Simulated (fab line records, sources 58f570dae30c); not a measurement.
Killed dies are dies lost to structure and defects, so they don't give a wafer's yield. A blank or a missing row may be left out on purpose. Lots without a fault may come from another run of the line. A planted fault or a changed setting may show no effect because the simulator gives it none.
fab line records | flow berkeley_cmos170
record lots=24 wafers=72 last_day=12
route steps=331 shown ZERO@12 NWELL@29 PWELL@51 ACTIVE@73 PVT@121 GATE@138
lots that met no fault: from a run of the same line without faults
start_h: hours from the record's first day to the start of the lot's first wafer shown | wait_h: hours since the lot's step before | " the same as in the row above | L1.1+2: a row that stands for several wafers | - no value, or no start given | * or withheld: withheld | < > ~ a bound
route shown NAME@n: a module of which the file shows steps, and the number in the route of the first | usual: mean/standard deviation of fault-free wafers | same: alike in all rows | chamber/n: place in a boat | sites: the reading at each site | _std_site: their standard deviation | _edge_site: outer sites' mean less inner sites' | radius_mm: how far each site lies from the wafer's centre | mask NAME#n: copy n | behind: the tool/chamber that last shaped the wafer | hold: why the lot was held/for how many hours/how that ended | device: the transistor (n, p or np) that didn't switch | end of line: the same wafers' tests at the end of the route | a step without rows: its recipe alone | killed: dies lost to structure and defects at the first sort, not the wafer's yield | map: a wafer's dies, x killed, . not, _ none there
set.NAME: the setting as run; set.NAME@STEP: as run at that earlier step | model.NAME: the simulator's own value behind a step, which no gauge read
steps of the route over a sample of lots; a table a step, a row a wafer
services: from which hour (start_h, from the record's first day; less than 0 if before it) a tool's chamber was out of use, for how many hours, and why
## steps
# step UCB170_ZERO_ETCH_06
# recipe chemistry=CHF3/CF4/Ar target=SiO2 time_s=12 pressure_mtorr=100 rf_w=500 CHF3_flow_sccm=50 cf4_flow_sccm=10 Ar_flow_sccm=120 over_etch_frac=1.58
# usual CHF3_flow_sccm=50.01/0.14 drypump_motor_current_A=5.6/0.34 oes_product_au=0.621/0.0097 throttle_valve_pct=9.28/0.1
# same time_s=12
# columns lot.wafer tool chamber start_h wait_h CHF3_flow_sccm drypump_motor_current_A oes_product_au rf_hours_counter_h throttle_valve_pct
L074.1 rie_diel-01 3 21.41 - 49.94 5.8 0.620 122 9.30
L074.3 " 2 " " 49.85 5.4 0.616 23 9.15
L074.6 " 2 " " 50.03 5.4 0.616 - 9.16
L075.1 rie_diel-01 0 26.41 - 50.09 5.6 0.620 59 9.43
L075.3 " 3 " " 49.91 5.8 0.616 122 9.29
L075.5 " 2 " " 49.73 5.4 0.617 - 9.15
L076.3 rie_diel-02 0 27.68 - 49.97 4.9 0.639 29 9.40
L076.4 " 2 " " 50.24 5.8 0.616 43 9.28
L076.6 " 0 " " 50.01 5.0 0.634 - 9.40
L077.1 rie_diel-02 1 33.52 - 50.01 4.9 0.623 101 9.25
L077.3 " 3 " " 50.21 5.8 0.626 117 9.33
L077.5 " 1 " " 49.92 4.9 0.620 - 9.25
L079.1 rie_diel-01 2 41.09 - 49.88 5.4 0.608 25 9.16
L079.4 " 2 " " 49.76 5.4 0.605 - 9.15
L079.5 " 3 " " 49.89 5.8 0.618 - 9.29
L078.1 rie_diel-02 3 41.17 - 50.02 5.8 0.625 118 9.32
L078.3 " 1 " " 49.98 5.0 0.618 102 9.25
L078.5 " 3 " " 49.91 5.8 0.635 - 9.32
L080.1 rie_diel-01 0 51.32 - 49.97 5.6 0.613 61 9.44
L080.2 " 1 " " 50.10 5.5 0.598 0 9.30
L080.3 " 2 " " 49.89 5.4 0.608 25 9.14
L082.3 rie_diel-03 3 59.61 - 49.59 5.6 0.626 90 9.24
L082.4 " 1 " " 50.15 6.2 0.611 166 9.33
L082.6 " 3 " " 49.89 5.5 0.627 - 9.26
L081.2 rie_diel-01 2 59.79 - 50.18 5.4 0.606 26 9.15
L081.4 " 1 " " 50.08 5.5 0.594 1 9.32
L081.5 " 3 " " 50.22 5.8 0.628 - 9.30
L083.1 rie_diel-01 0 67.35 - 49.97 5.6 0.622 62 9.45
L083.3 " 3 " " 50.13 5.8 0.623 126 9.29
L083.4 " 2 " " 50.12 5.4 0.605 26 9.14
L084.2 rie_diel-02 1 71.57 - 50.12 5.0 0.622 103 9.24
L084.5 " 0 " " 49.84 4.9 0.626 - 9.41
L084.6 " 1 " " 50.11 4.9 0.625 - 9.25
L085.1 rie_diel-03 0 75.17 - 49.94 5.8 0.623 95 9.04
L085.2 " 3 " " 50.00 5.5 0.623 91 9.24
L085.5 " 2 " " 50.19 5.6 0.618 - 9.24
L086.3 rie_diel-02 1 78.91 - 50.03 4.9 0.626 104 9.24
L086.4 " 3 " " 49.93 5.8 0.630 - 9.32
L086.6 " 1 " " 50.04 4.9 0.619 - 9.25
L087.1 rie_diel-02 0 86.50 - 49.77 5.0 0.630 31 9.39
L087.3 " 1 " " 49.95 4.9 0.620 104 9.25
L087.6 " 1 " " 49.90 5.0 0.614 - 9.25
L088.1 rie_diel-01 2 90.62 - 50.18 5.4 0.609 28 9.15
L088.3 " 0 " " 50.17 5.6 0.614 63 9.42
L088.5 " 0 " " 49.86 5.6 0.621 - 9.45
L089.1 rie_diel-03 0 93.07 - 49.88 5.8 0.620 96 9.02
L089.3 " 1 " " 50.00 6.1 0.638 0 9.35
L089.4 " 3 " " 49.81 5.6 0.628 92 9.24
L090.2 rie_diel-01 3 97.05 - 49.78 5.8 0.625 127 9.30
L090.5 " 0 " " 49.87 5.6 0.617 - 9.43
L090.6 " 3 " " 49.95 5.8 0.622 - 9.28
L091.1 rie_diel-02 3 102.68 - 50.16 5.8 0.630 123 9.33
L091.2 " 2 " " 50.22 5.8 0.617 45 9.30
L091.6 " 2 " " 50.14 5.8 0.607 - 9.30
L092.1 rie_diel-03 1 106.96 - 50.04 6.2 0.639 1 9.36
L092.3 " 0 " " 50.07 5.8 0.617 96 9.04
L092.4 " 2 " " 50.14 5.6 0.622 53 9.23
L093.1 rie_diel-03 2 111.41 - 50.11 5.6 0.620 53 9.23
L093.2 " 1 " " 50.00 6.2 0.637 1 9.33
L093.5 " 2 " " 49.96 5.6 0.625 - 9.24
L094.3 rie_diel-03 1 120.98 - 49.99 6.2 0.635 1 9.34
L094.4 " 0 " " 50.04 5.8 0.624 97 9.03
L094.5 " 0 " " 50.03 5.8 0.624 - 9.04
L095.3 rie_diel-03 2 125.98 - 50.10 5.6 0.627 53 9.23
L095.5 " 1 " " 49.98 6.1 0.633 - 9.32
L095.6 " 2 " " 49.93 5.6 0.621 - 9.23
L096.4 rie_diel-02 2 130.66 - 50.25 5.8 0.607 47 9.29
L096.5 " 3 " " 50.31 5.8 0.629 - 9.32
L096.6 " 2 " " 50.16 5.8 0.613 - 9.29
L097.2 rie_diel-03 1 133.67 - 49.78 6.2 0.630 2 9.34
L097.3 " 0 " " 50.10 5.8 0.620 97 9.04
L097.5 " 0 " " 50.08 5.8 0.629 - 9.05
# step UCB170_NWELL_STRIP_15
# recipe chemistry=O2 power_w=400 pressure_mtorr=3500 platen_temp_c=withheld o2_flow_sccm=400 overash_fraction=0.5
# usual drypump_motor_current_A=5.63/0.24 oes_product_au=0.721/0.0044 strip_time_to_endpoint_s=18.03/0.081
# columns lot.wafer tool chamber start_h wait_h drypump_motor_current_A oes_product_au rf_hours_counter_h strip_time_to_endpoint_s
L074.1 plasma_asher-04 0 32.18 0.1 5.54 0.726 32 17.88
L074.3 " 0 " " 5.54 0.720 - 17.80
L074.6 " 0 " " 5.55 0.725 - 17.83
L076.3 plasma_asher-04 1 39.73 0.1 5.88 0.718 - 18.21
L076.4 " 0 " " 5.55 0.721 - 18.17
L076.6 " 0 " " 5.52 0.723 - 18.13
L075.1 plasma_asher-02 0 39.94 0.1 5.79 0.723 25 17.95
L075.3 " 1 " " 5.50 0.731 - 17.90
L075.5 " 1 " " 5.50 0.714 - 17.90
L077.1 plasma_asher-04 0 45.83 0.1 5.54 0.718 33 18.04
L077.3 " 1 " " 5.90 0.720 - 18.01
L077.5 " 0 " " 5.55 0.724 - 18.04
L078.1 plasma_asher-04 1 54.34 0.1 5.91 0.722 34 18.06
L078.3 " 1 " " 5.92 0.722 - 18.09
L078.5 " 1 " " 5.90 0.725 - 18.10
L079.1 plasma_asher-02 1 55.05 0.1 5.50 0.715 27 18.00
L079.4 " 1 " " 5.51 0.732 - 17.95
L079.5 " 0 " " 5.76 0.728 - 18.04
L080.1 plasma_asher-01 1 67.00 0.1 5.65 0.715 35 18.06
L080.2 " 0 " " 5.02 0.727 35 18.12
L080.3 " 1 " " 5.65 0.724 - 18.14
L081.2 plasma_asher-01 1 72.48 0.1 5.68 0.717 35 17.98
L081.4 " 1 " " 5.65 0.713 - 17.98
L081.5 " 1 " " 5.66 0.718 - 17.99
L082.3 plasma_asher-04 0 72.74 0.1 5.56 0.719 - 18.09
L082.4 " 1 " " 5.89 0.719 - 18.15
L082.6 " 1 " " 5.90 0.711 - 18.08
L083.1 plasma_asher-01 0 82.62 0.1 5.01 0.725 37 18.15
L083.3 " 0 " " 5.01 0.721 - 18.08
L083.4 " 1 " " 5.67 0.725 - 18.15
L084.2 plasma_asher-04 0 82.86 0.1 5.53 0.726 37 18.10
L084.5 " 0 " " 5.53 0.721 - 18.06
L084.6 " 1 " " 5.93 0.724 - 18.14
L085.1 plasma_asher-02 1 89.28 0.1 5.53 0.723 30 18.08
L085.2 " 0 " " 5.79 0.724 30 18.06
L085.5 " 1 " " 5.52 0.722 - 18.03
L086.3 plasma_asher-04 1 89.43 0.1 5.93 0.720 - 17.88
L086.4 " 0 " " 5.54 0.712 - 18.07
L086.6 " 0 " " 5.56 0.720 - 17.97
L087.1 plasma_asher-04 1 96.31 0.1 5.90 0.715 38 17.99
L087.3 " 1 " " 5.92 0.718 - 17.92
L087.6 " 0 " " 5.55 0.719 - 18.10
L088.1 plasma_asher-02 0 101.58 0.1 5.77 0.725 32 18.00
L088.3 " 1 " " 5.51 0.721 - 18.08
L088.5 " 0 " " 5.76 0.721 - 17.95
L089.1 plasma_asher-01 0 102.61 0.1 5.01 0.721 39 18.05
L089.3 " 1 " " 5.67 0.720 - 17.96
L089.4 " 0 " " 5.01 0.713 - 18.07
L090.2 plasma_asher-04 0 105.04 0.1 5.56 0.716 40 18.02
L090.5 " 1 " " 5.91 0.731 - 18.04
L090.6 " 0 " " 5.53 0.713 - 18.04
L091.1 plasma_asher-02 0 114.67 0.1 5.77 0.721 33 18.02
L091.2 " 1 " " 5.50 0.720 33 18.03
L091.6 " 0 " " 5.81 0.723 - 17.99
L092.1 plasma_asher-04 1 121.00 0.1 5.91 0.718 42 18.03
L092.3 " 1 " " 5.92 0.723 - 18.13
L092.4 " 0 " " 5.53 0.715 - 18.00
L093.1 plasma_asher-02 1 124.01 0.1 5.50 0.726 35 18.03
L093.2 " 0 " " 5.78 0.726 35 18.12
L093.5 " 1 " " 5.51 0.720 - 18.06
L094.3 plasma_asher-02 0 132.97 0.1 5.80 0.720 - 18.07
L094.4 " 1 " " 5.50 0.719 - 17.95
L094.5 " 1 " " 5.50 0.729 - 18.11
L095.3 plasma_asher-04 0 137.90 0.1 5.52 0.721 - 17.93
L095.5 " 1 " " 5.94 0.723 - 17.99
L095.6 " 0 " " 5.52 0.718 - 17.93
L096.4 plasma_asher-02 0 145.91 0.1 5.80 0.718 - 18.15
L096.5 " 0 " " 5.79 0.724 - 18.20
L096.6 " 1 " " 5.51 0.721 - 18.12
L097.2 plasma_asher-02 1 152.10 0.1 5.50 0.721 38 18.07
L097.3 " 1 " " 5.50 0.718 - 18.05
L097.5 " 0 " " 5.78 0.722 - 17.98
# step UCB170_PWELL_TW_MEAS_17
# usual PWELL_TW=379/3.6
# columns lot.wafer tool chamber start_h wait_h PWELL_TW
L074.1 film_metro-04 - 48.50 0.1 379
L074.3 " - " " 378
L074.6 " - " " 376
L075.1 film_metro-04 - 59.61 0.1 377
L075.3 " - " " 376
L075.5 " - " " 376
L076.3 film_metro-04 - 59.92 0.1 377
L076.4 " - " " 378
L076.6 " - " " 378
L077.1 film_metro-03 - 65.37 0.1 377
L077.3 " - " " 376
L077.5 " - " " 377
L078.1 film_metro-03 - 72.08 0.1 380
L078.3 " - " " 379
L078.5 " - " " 381
L079.1 film_metro-02 - 72.64 0.1 384
L079.4 " - " " 386
L079.5 " - " " 385
L080.1 film_metro-02 - 85.50 0.1 386
L080.2 " - " " 386
L080.3 " - " " 384
L082.3 film_metro-02 - 92.50 0.1 387
L082.4 " - " " 386
L082.6 " - " " 386
L081.2 film_metro-04 - 92.55 0.1 375
L081.4 " - " " 378
L081.5 " - " " 375
L083.1 film_metro-02 - 99.29 0.1 382
L083.3 " - " " 387
L083.4 " - " " 384
L084.2 film_metro-04 - 99.42 0.1 378
L084.5 " - " " 378
L084.6 " - " " 380
L085.1 film_metro-02 - 104.28 0.1 383
L085.2 " - " " 382
L085.5 " - " " 384
L086.3 film_metro-03 - 104.32 0.1 382
L086.4 " - " " 380
L086.6 " - " " 379
L087.1 film_metro-04 - 110.25 0.1 377
L087.3 " - " " 379
L087.6 " - " " 376
L090.2 film_metro-04 - 122.36 0.1 375
L090.5 " - " " 376
L090.6 " - " " 374
L089.1 film_metro-03 - 122.75 0.1 377
L089.3 " - " " 375
L089.4 " - " " 377
L088.1 film_metro-02 - 122.99 0.1 384
L088.3 " - " " 382
L088.5 " - " " 384
L091.1 film_metro-04 - 131.41 0.1 375
L091.2 " - " " 376
L091.6 " - " " 379
L092.1 film_metro-04 - 142.69 0.1 373
L092.3 " - " " 374
L092.4 " - " " 375
L093.1 film_metro-04 - 146.39 0.1 375
L093.2 " - " " 378
L093.5 " - " " 376
L094.3 film_metro-04 - 153.45 0.1 375
L094.4 " - " " 375
L094.5 " - " " 379
L095.3 film_metro-03 - 153.73 0.1 376
L095.5 " - " " 379
L095.6 " - " " 376
L096.4 film_metro-03 - 163.31 0.1 378
L096.5 " - " " 376
L096.6 " - " " 378
L097.2 film_metro-04 - 169.94 0.1 376
L097.3 " - " " 373
L097.5 " - " " 374
# step UCB170_ACTIVE_CD_MEAS_13
# recipe target_cd_nm=1200
# usual cd_nm=1200.2/1.6
# columns lot.wafer tool chamber start_h wait_h cd_nm
L074.1 cd_sem-02 - 79.03 - 1201.2
L074.3 " - " " 1201.5
L074.6 " - " " 1201.2
L076.3 cd_sem-01 - 89.87 - 1196.6
L076.4 " - " " 1197.3
L076.6 " - " " 1196.6
L075.1 cd_sem-02 - 90.06 - 1202.3
L075.3 " - " " 1199.4
L075.5 " - " " 1201.0
L077.1 cd_sem-02 - 90.33 - 1200.5
L077.3 " - " " 1199.5
L077.5 " - " " 1200.2
L078.1 cd_sem-01 - 98.27 - 1202.6
L078.3 " - " " 1202.3
L078.5 " - " " 1203.5
L079.1 cd_sem-02 - 102.20 - 1202.8
L079.4 " - " " 1201.2
L079.5 " - " " 1200.5
L080.1 cd_sem-01 - 107.41 - 1199.3
L080.2 " - " " 1199.0
L080.3 " - " " 1200.9
L081.2 cd_sem-01 - 120.89 - 1199.9
L081.4 " - " " 1199.9
L081.5 " - " " 1199.5
L082.3 cd_sem-02 - 120.92 - 1198.1
L082.4 " - " " 1197.5
L082.6 " - " " 1198.7
L084.2 cd_sem-02 - 125.67 - 1200.4
L084.5 " - " " 1202.7
L084.6 " - " " 1202.2
L086.3 cd_sem-01 - 125.81 - 1199.5
L086.4 " - " " 1200.7
L086.6 " - " " 1199.4
L083.1 cd_sem-02 - 126.38 - 1198.3
L083.3 " - " " 1198.7
L083.4 " - " " 1197.6
L085.1 cd_sem-01 - 126.43 - 1199.7
L085.2 " - " " 1198.6
L085.5 " - " " 1199.8
L087.1 cd_sem-02 - 139.98 - 1201.2
L087.3 " - " " 1202.3
L087.6 " - " " 1201.5
L090.2 cd_sem-02 - 153.64 - 1200.1
L090.5 " - " " 1201.4
L090.6 " - " " 1201.2
L088.1 cd_sem-02 - 158.08 - 1200.9
L088.3 " - " " 1200.2
L088.5 " - " " 1200.7
L089.1 cd_sem-02 - 158.24 - 1202.1
L089.3 " - " " 1200.7
L089.4 " - " " 1200.9
L091.1 cd_sem-02 - 162.47 - 1198.9
L091.2 " - " " 1198.4
L091.6 " - " " 1199.2
L092.1 cd_sem-02 - 170.56 - 1202.2
L092.3 " - " " 1201.2
L092.4 " - " " 1200.9
L093.1 cd_sem-02 - 174.52 - 1200.2
L093.2 " - " " 1201.6
L093.5 " - " " 1201.3
L094.3 cd_sem-02 - 182.03 - 1201.0
L094.4 " - " " 1200.3
L094.5 " - " " 1200.8
L095.3 cd_sem-01 - 182.28 - 1197.7
L095.5 " - " " 1197.1
L095.6 " - " " 1196.6
L097.2 cd_sem-02 - 199.54 - 1200.7
L097.3 " - " " 1202.2
L097.5 " - " " 1200.9
L096.4 cd_sem-01 - 199.63 - 1200.4
L096.5 " - " " 1200.5
L096.6 " - " " 1200.2
# step UCB170_PVT_OVL_MEAS_06
# usual PVT_OVL=-1/5.2
# columns lot.wafer tool chamber start_h wait_h PVT_OVL[nm]
L074.1 overlay-01 - 106.93 - 8
L074.3 " - " " 3
L074.6 " - " " 5
L076.3 overlay-01 - 118.70 - 0
L076.4 " - " " 1
L076.6 " - " " -1
L075.1 overlay-01 - 119.24 - 3
L075.3 " - " " 4
L075.5 " - " " -3
L077.1 overlay-02 - 119.51 - -1
L077.3 " - " " -7
L077.5 " - " " -6
L078.1 overlay-01 - 130.75 - -10
L078.3 " - " " -1
L078.5 " - " " -1
L079.1 overlay-02 - 136.50 - -4
L079.4 " - " " 4
L079.5 " - " " -7
L080.1 overlay-02 - 142.58 - -9
L080.2 " - " " -10
L080.3 " - " " -13
L081.2 overlay-02 - 154.24 - -1
L081.4 " - " " 3
L081.5 " - " " -2
L082.3 overlay-01 - 154.54 - 10
L082.4 " - " " 5
L082.6 " - " " 8
L085.1 overlay-01 - 162.62 - -6
L085.2 " - " " 0
L085.5 " - " " 4
L083.1 overlay-02 - 162.98 - 2
L083.3 " - " " 11
L083.4 " - " " 0
L086.3 overlay-01 - 163.18 - -5
L086.4 " - " " -2
L086.6 " - " " -6
L084.2 overlay-02 - 163.26 - -2
L084.5 " - " " 1
L084.6 " - " " -1
L087.1 overlay-01 - 172.73 - 3
L087.3 " - " " -2
L087.6 " - " " 4
L090.2 overlay-01 - 190.05 - -7
L090.5 " - " " -6
L090.6 " - " " -2
L088.1 overlay-01 - 190.41 - -4
L088.3 " - " " -7
L088.5 " - " " -16
L089.1 overlay-01 - 190.64 - -2
L089.3 " - " " -2
L089.4 " - " " -1
L091.1 overlay-01 - 195.85 - 7
L091.2 " - " " 6
L091.6 " - " " 5
L092.1 overlay-02 - 201.49 - 1
L092.3 " - " " 2
L092.4 " - " " 2
L093.1 overlay-01 - 213.85 - 0
L093.2 " - " " -11
L093.5 " - " " 2
L094.3 overlay-01 - 224.15 - 0
L094.4 " - " " 2
L094.5 " - " " -6
L095.3 overlay-02 - 224.51 - 2
L095.5 " - " " -5
L095.6 " - " " -9
L096.4 overlay-01 - 234.09 - -1
L096.5 " - " " -6
L096.6 " - " " -2
L097.2 overlay-01 - 234.84 - -7
L097.3 " - " " -5
L097.5 " - " " -7
# step UCB170_GATE_CD_MEAS_12
# recipe target_cd_nm=350
# usual cd_nm=349.8/1.1
# columns lot.wafer tool chamber start_h wait_h cd_nm
L074.1 cd_sem-02 - 118.34 - 351.7
L074.3 " - " " 350.6
L074.6 " - " " 351.8
L077.1 cd_sem-02 - 129.36 - 350.2
L077.3 " - " " 350.6
L077.5 " - " " 351.0
L075.1 cd_sem-02 - 129.65 - 349.1
L075.3 " - " " 349.6
L075.5 " - " " 351.1
L076.3 cd_sem-01 - 129.68 - 348.1
L076.4 " - " " 350.7
L076.6 " - " " 350.6
L078.1 cd_sem-01 - 146.99 - 350.3
L078.3 " - " " 349.8
L078.5 " - " " 349.9
L079.1 cd_sem-01 - 147.23 - 350.3
L079.4 " - " " 348.9
L079.5 " - " " 350.4
L080.1 cd_sem-02 - 155.06 - 350.6
L080.2 " - " " 350.6
L080.3 " - " " 351.5
L082.3 cd_sem-01 - 167.17 - 351.4
L082.4 " - " " 350.6
L082.6 " - " " 351.2
L081.2 cd_sem-01 - 167.39 - 349.0
L081.4 " - " " 349.8
L081.5 " - " " 350.0
L086.3 cd_sem-01 - 176.12 - 348.3
L086.4 " - " " 349.0
L086.6 " - " " 349.2
L083.1 cd_sem-01 - 176.25 - 351.0
L083.3 " - " " 349.8
L083.4 " - " " 350.5
L085.1 cd_sem-02 - 176.36 - 351.5
L085.2 " - " " 351.9
L085.5 " - " " 349.6
L084.2 cd_sem-02 - 176.55 - 350.4
L084.5 " - " " 349.9
L084.6 " - " " 349.0
L087.1 cd_sem-01 - 185.97 - 349.5
L087.3 " - " " 350.1
L087.6 " - " " 348.6
L090.2 cd_sem-01 - 204.69 - 348.8
L090.5 " - " " 348.0
L090.6 " - " " 347.6
L088.1 cd_sem-01 - 205.00 - 349.6
L088.3 " - " " 349.2
L088.5 " - " " 349.1
L089.1 cd_sem-01 - 205.28 - 348.5
L089.3 " - " " 349.1
L089.4 " - " " 349.3
L091.1 cd_sem-02 - 209.74 - 350.2
L091.2 " - " " 349.7
L091.6 " - " " 350.3
L092.1 cd_sem-02 - 216.72 - 350.3
L092.3 " - " " 350.6
L092.4 " - " " 350.0
L093.1 cd_sem-02 - 228.78 - 349.9
L093.2 " - " " 349.5
L093.5 " - " " 348.9
L095.3 cd_sem-01 - 236.44 - 347.6
L095.5 " - " " 347.8
L095.6 " - " " 347.9
L094.3 cd_sem-01 - 236.56 - 350.3
L094.4 " - " " 351.8
L094.5 " - " " 348.5
L096.4 cd_sem-01 - 245.48 - 349.2
L096.5 " - " " 348.2
L096.6 " - " " 349.9
L097.2 cd_sem-02 - 245.80 - 350.0
L097.3 " - " " 349.0
L097.5 " - " " 350.0
## services
# columns tool chamber start_h hours kind
rie_diel-01 1 6.20 15.9 repair
rie_diel-01 1 25.68 - clean
rie_diel-01 1 25.68 23.6 scheduled_down
rie_diel-01 1 25.68 23.6 vent_cycle
rie_diel-03 - 29.03 0.6 repair
rie_diel-01 0 31.43 5.1 repair
rie_diel-02 0 33.81 22.0 repair
plasma_asher-04 - 41.46 4.3 pm
rie_diel-02 1 41.78 9.2 repair
rie_diel-03 - 42.45 14.6 pm
rie_diel-02 2 42.87 42.9 repair
rie_diel-03 1 65.85 - clean
rie_diel-03 1 65.85 20.3 scheduled_down
rie_diel-03 1 65.85 20.3 vent_cycle
rie_diel-02 0 74.47 2.4 repair
rie_diel-03 0 148.56 7.9 repair
## key
fault none
